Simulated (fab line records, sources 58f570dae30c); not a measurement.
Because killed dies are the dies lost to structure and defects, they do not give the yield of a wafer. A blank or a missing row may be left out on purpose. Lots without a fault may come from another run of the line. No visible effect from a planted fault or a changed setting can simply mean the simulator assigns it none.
Which of the tools did it? + flow berkeleyCmos170 + 14 lots with 42 wafers sampled at 3 steps, on a route of 331 steps

== WHAT EACH GAUGE READ, for each wafer ==
UCB170_NLDD_TW_MEAS_11. Usual: for NLDD_TW the level is 2191 and the standard deviation is 15.
| lot  | measured     | on           | NLDD_TW                       | flag |
|------|--------------|--------------|-------------------------------|------|
| L334 | day 7 16:49  | filmMetro-03 | 2198 2177 2171                |      |
| L336 | day 7 21:55  | filmMetro-01 | 2183 2185 2190                |      |
| L339 | day 8 17:19  | filmMetro-02 | 2223 2226 2233                |      |
| L340 | day 8 17:35  | filmMetro-01 | 2188 2192 2196                |      |
| L338 | day 8 17:52  | filmMetro-02 | 2217 2224 2230                |      |
| L341 | day 9 01:08  | filmMetro-03 | 2181 2188 2192                |      |
| L343 | day 9 01:39  | filmMetro-01 | 2188 2179 2187                |      |
| L342 | day 9 01:52  | filmMetro-03 | 2186 2182 2174                |      |
| L346 | day 10 11:29 | filmMetro-02 | 2197 2195 2184                |      |
| L349 | day 10 11:48 | filmMetro-02 | 2282 2303 2301 2281 2300 2310 | OFF  |
| L347 | day 10 11:59 | filmMetro-02 | 2195 2189 2203                |      |
| L351 | day 11 03:37 | filmMetro-01 | 2287 2299 2301 2298 2287 2279 | OFF  |
| L356 | day 11 20:22 | filmMetro-03 | 2163 2175 2160                |      |
| L354 | day 11 22:11 | filmMetro-02 | 2199 2213 2210                |      |

UCB170_SDANNEAL_RS_MEAS_05: measures by four-point-probe. Usual: for NLDD_RS the level is 619.0 ohm/sq and the standard deviation is 1.5.
| lot  | measured     | on           | NLDD_RS (ohm/sq)                    | flag |
|------|--------------|--------------|-------------------------------------|------|
| L334 | day 8 02:53  | filmMetro-01 | 618.8 620.3 620.4                   |      |
| L336 | day 8 09:08  | filmMetro-03 | 617.6 619.1 617.3                   |      |
| L339 | day 9 05:19  | filmMetro-03 | 620.0 620.9 618.5                   |      |
| L340 | day 9 05:59  | filmMetro-02 | 618.6 619.9 619.1                   |      |
| L338 | day 9 05:46  | filmMetro-01 | 622.2 619.9 621.8                   |      |
| L341 | day 9 14:55  | filmMetro-02 | 616.7 617.3 617.1                   |      |
| L343 | day 9 15:11  | filmMetro-03 | 618.0 618.4 618.0                   |      |
| L342 | day 9 15:29  | filmMetro-01 | 620.5 621.2 619.1                   |      |
| L346 | day 11 02:20 | filmMetro-01 | 619.5 618.6 616.7                   |      |
| L349 | day 11 02:31 | filmMetro-03 | 581.6 581.2 580.7 581.6 582.8 581.6 | OFF  |
| L347 | day 11 02:50 | filmMetro-01 | 617.8 618.8 619.2                   |      |
| L351 | day 11 15:55 | filmMetro-01 | 577.7 579.0 578.2 579.1 579.6 579.3 | OFF  |
| L356 | day 12 08:26 | filmMetro-03 | 619.5 619.2 619.8                   |      |
| L354 | day 12 08:47 | filmMetro-01 | 621.9 619.5 619.8                   |      |

== WHAT TOOL EACH LOT RAN ON (gives the tool, then ch and the chambers of the sampled wafers, and finally the start) ==
| lot  | UCB170_NLDD_IMPLANT_09          |
|------|---------------------------------|
| L334 | implanter-03 ch 0, day 7 16:34  |
| L336 | implanter-03 ch 0, day 7 21:40  |
| L339 | implanter-01 ch 0, day 8 17:05  |
| L340 | implanter-02 ch 0, day 8 17:20  |
| L338 | implanter-03 ch 0, day 8 17:38  |
| L341 | implanter-01 ch 0, day 9 00:53  |
| L343 | implanter-03 ch 0, day 9 01:25  |
| L342 | implanter-01 ch 0, day 9 01:38  |
| L346 | implanter-01 ch 0, day 10 11:14 |
| L349 | implanter-01 ch 0, day 10 11:34 |
| L347 | implanter-03 ch 0, day 10 11:45 |
| L351 | implanter-01 ch 0, day 11 03:23 |
| L356 | implanter-03 ch 0, day 11 20:07 |
| L354 | implanter-02 ch 0, day 11 21:56 |
- UCB170_NLDD_IMPLANT_09

== WHAT THE TOOLS THEMSELVES READ (means of the sampled wafers that have a number; where no wafer has one, the mark that the record gives instead) ==
UCB170_NLDD_IMPLANT_09. Usual: beamEnergyKeV reads 30.000 (standard deviation 0.0095).
| lot  | tool         | beamEnergyKeV | flag |
|------|--------------|---------------|------|
| L334 | implanter-03 | 30.003        |      |
| L336 | implanter-03 | 29.996        |      |
| L339 | implanter-01 | 30.004        |      |
| L340 | implanter-02 | 30.005        |      |
| L338 | implanter-03 | 29.994        |      |
| L341 | implanter-01 | 29.998        |      |
| L343 | implanter-03 | 29.997        |      |
| L342 | implanter-01 | 29.990        |      |
| L346 | implanter-01 | 30.004        |      |
| L349 | implanter-01 | 40.501        | OFF  |
| L347 | implanter-03 | 30.004        |      |
| L351 | implanter-01 | 40.499        | OFF  |
| L356 | implanter-03 | 29.993        |      |
| L354 | implanter-02 | 29.986        |      |

== THE ANSWER, worked out from the rows above alone ==
Rule: take the mean of a lot's wafers that have a number; if it is more than 3 standard deviations from the usual mean, the lot is off. A lot without any number at a reading at which 4 lots or more have one is off too. Any other lot the step has rows for is counted as sound. First the gauges in route order, then the tools' own readings, where a lot's mean is used as printed above. The first step at which some lot is off is used, and at that step the reading that is off furthest; a lot without a number counts as furthest.
Off: L349, L351, at UCB170_NLDD_TW_MEAS_11 (NLDD_TW).
A tool fits if, at a process step before that reading, it ran every lot that is off, and no sound lot after the first of them. The gauges at UCB170_NLDD_TW_MEAS_11 aren't tried: what is off there is off at UCB170_NLDD_IMPLANT_09 too, on other tools, and a gauge's error can't cause that. One fits: UCB170_NLDD_IMPLANT_09 on implanter-01. Its last sound lot is L346 (day 10 11:14), its first lot that is off L349 (day 10 11:34): a fault that began between those two fits.
The tool's own readings at UCB170_NLDD_IMPLANT_09 bear it out: on the lots that are off they differ by more than 5 times the standard deviation of the sound lots' means. beamEnergyKeV reads 40.500 there against 29.998 on the sound lots.

== WHAT WAS PUT IN BY THE SIMULATOR ==
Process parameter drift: implanter-01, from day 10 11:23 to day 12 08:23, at UCB170_NLDD_IMPLANT_09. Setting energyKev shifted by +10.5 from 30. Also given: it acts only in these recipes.
Struck lots among those shown: L349, L351. This agrees with what the rule above found.
